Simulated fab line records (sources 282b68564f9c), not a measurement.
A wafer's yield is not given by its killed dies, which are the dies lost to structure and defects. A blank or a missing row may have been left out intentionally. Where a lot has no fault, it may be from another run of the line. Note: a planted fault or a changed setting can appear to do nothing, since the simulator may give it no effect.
The tool behind it: which one? | flow ritCmos | 21 wafers from 7 lots sampled at 4 of the route's 202 steps

== WHAT THE GAUGES SHOWED, per wafer ==
RIT_SDANNEAL_RS_MEAS_07: measures by four-point-probe.
lot  | measured    | on           | NLDD_RS (ohm/sq)
L804 | day 3 18:19 | filmMetro-02 | 150.6 151.2 151.5
L806 | day 4 05:05 | filmMetro-03 | 151.4 151.4 150.9
L808 | day 4 13:42 | filmMetro-02 | 151.4 151.5 151.6
L811 | day 5 04:49 | filmMetro-02 | 151.6 151.8 152.0
L814 | day 5 18:11 | filmMetro-04 | 151.8 152.1 151.8
L821 | day 7 06:21 | filmMetro-03 | 152.6 151.8 151.6
L825 | day 7 23:18 | filmMetro-02 | 151.3 151.3 151.4

== WHAT TOOL EACH LOT RAN ON (gives the tool, then ch and the chambers of the sampled wafers, and finally the start) ==
lot  | RIT_NWELL_STRIP_09                 | RIT_GATE_STRIP_20                  | RIT_NLDD_IMPLANT_08
L804 | plasmaAsher-02 ch 1, day 2 08:46   | plasmaAsher-04 ch 0,1, day 3 03:31 | implanter-01 ch 0, day 3 10:05
L806 | plasmaAsher-01 ch 0,1, day 2 23:18 | plasmaAsher-02 ch 0,1, day 3 15:32 | implanter-04 ch 0, day 3 20:38
L808 | plasmaAsher-02 ch 0,1, day 3 07:24 | plasmaAsher-02 ch 0,1, day 4 01:03 | implanter-03 ch 0, day 4 05:26
L811 | plasmaAsher-02 ch 0,1, day 3 20:40 | plasmaAsher-04 ch 0,1, day 4 14:04 | implanter-01 ch 0, day 4 18:51
L814 | plasmaAsher-04 ch 0,1, day 4 10:53 | plasmaAsher-01 ch 0, day 5 03:44   | implanter-03 ch 0, day 5 09:52
L821 | plasmaAsher-04 ch 0,1, day 5 22:22 | plasmaAsher-01 ch 0,1, day 6 17:37 | implanter-04 ch 0, day 6 22:00
L825 | plasmaAsher-04 ch 0,1, day 6 18:46 | plasmaAsher-02 ch 0,1, day 7 10:20 | implanter-03 ch 0, day 7 15:13
- RIT_NWELL_STRIP_09: strips in O2, time 180 s.
- RIT_GATE_STRIP_20: strips in O2, time 180 s.
- RIT_NLDD_IMPLANT_08

== THE ANSWER, worked out from the rows above alone ==
Rule: what is usual is taken from the lots themselves. The widest of any qualifying gaps counts: lots, ordered by their means at a reading, are off when they make up no more than a third of the lots, leave a main group of 4 or more, and stand apart from it by 3 or more times the standard deviation of that group's means. The tables above print the reading to a certain number of digits; a main group whose means all agree to those digits is not used. Also off: a lot with no number at a reading for which 4 or more lots have one. The other lots that the step has rows for count as sound.
None of the lots is off at any reading shown; this tells nothing.

== WHAT HAD BEEN PUT IN BY THE SIMULATOR ==
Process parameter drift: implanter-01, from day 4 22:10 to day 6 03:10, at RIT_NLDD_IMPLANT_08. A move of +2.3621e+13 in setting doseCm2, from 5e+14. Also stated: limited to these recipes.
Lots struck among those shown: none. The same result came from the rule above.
